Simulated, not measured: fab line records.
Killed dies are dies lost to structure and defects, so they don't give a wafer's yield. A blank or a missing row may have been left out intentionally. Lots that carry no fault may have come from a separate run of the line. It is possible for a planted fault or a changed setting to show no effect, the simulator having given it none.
A lot that was struck, set against a sound lot | flow rit_cmos | 22 steps out of a route of 202
Sound: wafers L207.4, L207.5, L207.6. Wafers L220.3, L220.4, L220.5 were the ones struck. The cause comes at the end.
At each step with rows: each side's tool, then ch and its chambers, then its first start. Under that, the readings that differ: sound wafers | struck wafers | difference of the means | sigmas: that difference in standard deviations of wafers without a fault.
alike: readings whose means differ by less than 2 such deviations, and words and numbers that are the same on both sides. not compared: withheld readings, readings that some wafer has no value for, bounds like >300 that may hide the same value, and numbers for which the record gives no deviation and whose values overlap.
The two part at a step that has a row with sigmas, a row that says differs or no value, or rows on one side only. Numbers that have no deviation but don't overlap get no sigmas and don't part them. A reading that every wafer of one side lacks parts them only if that side has two wafers or more.

first, 2 steps without rows for these wafers: RIT_NSD_HARDBAKE_07 (time 60 s); RIT_NSD_IMPLANT_08.
RIT_NSD_STRIP_09: strips in O2, time 180 s.
  sound on plasma_asher-01 ch 0,1, day 5 03:49; struck on plasma_asher-04 ch 0,1, day 7 16:29
  alike: drypump_motor_current_A
  not compared: rf_hours_counter_h
RIT_NSD_TW_MEAS_10:
  struck on film_metro-02, day 7 16:37; sound on film_metro-03, day 5 03:58
  alike: NSD_TW
then, 6 steps without rows for these wafers: RIT_PSD_HMDS_00 (prime time 60 s); RIT_PSD_COAT_01 (resist thk 1000 nm); RIT_PSD_SOFTBAKE_02 (time 60 s); RIT_PSD_EXPOSE_03 (exposes mask M10, target cd 40900 nm); RIT_PSD_PEB_04; RIT_PSD_DEVELOP_05 (develop time 50 s).
RIT_PSD_OVL_MEAS_06:
  struck on overlay-02, day 7 17:45; sound on overlay-01, day 5 04:59
  alike: PSD_OVL
then, 1 step without rows for these wafers: RIT_PSD_HARDBAKE_07 (time 60 s).
RIT_PSD_IMPLANT_08:
  sound on implanter-02 ch 0, day 5 05:13; struck on implanter-02 ch 0, day 7 17:58
  reading                          | sound                     | struck                       | difference | sigmas
  beam_on_s (s)                    | 11.0 10.8 11.0            | 15.4 16.0 15.0               | +4.5       | +3
  end_station_pressure_torr (Torr) | 1.6e-05 1.56e-05 1.64e-05 | 0.0001095 0.0001121 9.87e-05 | +0.0000908 | +65
  alike: beam_energy_keV
RIT_PSD_STRIP_09: strips in O2, time 180 s.
  sound on plasma_asher-03 ch 0,1, day 5 05:22; struck on plasma_asher-04 ch 0,1, day 7 18:08
  alike: drypump_motor_current_A
  not compared: rf_hours_counter_h
RIT_PSD_TW_MEAS_10:
  struck on film_metro-02, day 7 18:16; sound on film_metro-03, day 5 05:30
  reading | sound          | struck         | difference | sigmas
  PSD_TW  | 3467 3445 3458 | 3532 3519 3532 | +71        | +3
then, 3 steps without rows for these wafers: RIT_SDANNEAL_CLEAN_00 (cleans in SC1, time 600 s); RIT_SDANNEAL_CLEAN_01 (cleans in dHF, time 30 s); RIT_SDANNEAL_CLEAN_02 (cleans in SC2, time 600 s).
RIT_SDANNEAL_RTA_03: time 5 s.
  sound on rtp_anneal-01 ch 0, day 5 05:58; struck on rtp_anneal-02 ch 0, day 7 18:42
  alike: ramp_up_c_per_s, wafer_temp_C_max
RIT_SDANNEAL_RS_MEAS_04: uses a four-point probe to measure.
  struck on film_metro-01, day 7 18:46; sound on film_metro-02, day 5 06:05
  reading         | sound             | struck            | difference | sigmas
  PSD_RS (ohm/sq) | 116.3 115.9 116.4 | 112.6 112.4 112.5 | -3.7       | -12
RIT_SDANNEAL_RS_MEAS_05: uses a four-point probe to measure.
  struck on film_metro-01, day 7 18:53; sound on film_metro-02, day 5 06:12
  alike: NSD_RS
RIT_M1_PROBE_99:
  rows exist in the record for the sound wafers here (prober-02, day 5 13:38), none for the struck ones

WHERE THEY PART
First at RIT_PSD_IMPLANT_08; last, within this record, at RIT_M1_PROBE_99.

WHY: the cause the simulator had injected
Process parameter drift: implanter-02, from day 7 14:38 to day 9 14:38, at RIT_PSD_IMPLANT_08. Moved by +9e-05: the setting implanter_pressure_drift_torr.
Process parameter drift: implanter-02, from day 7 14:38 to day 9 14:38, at RIT_PSD_IMPLANT_08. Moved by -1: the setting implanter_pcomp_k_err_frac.
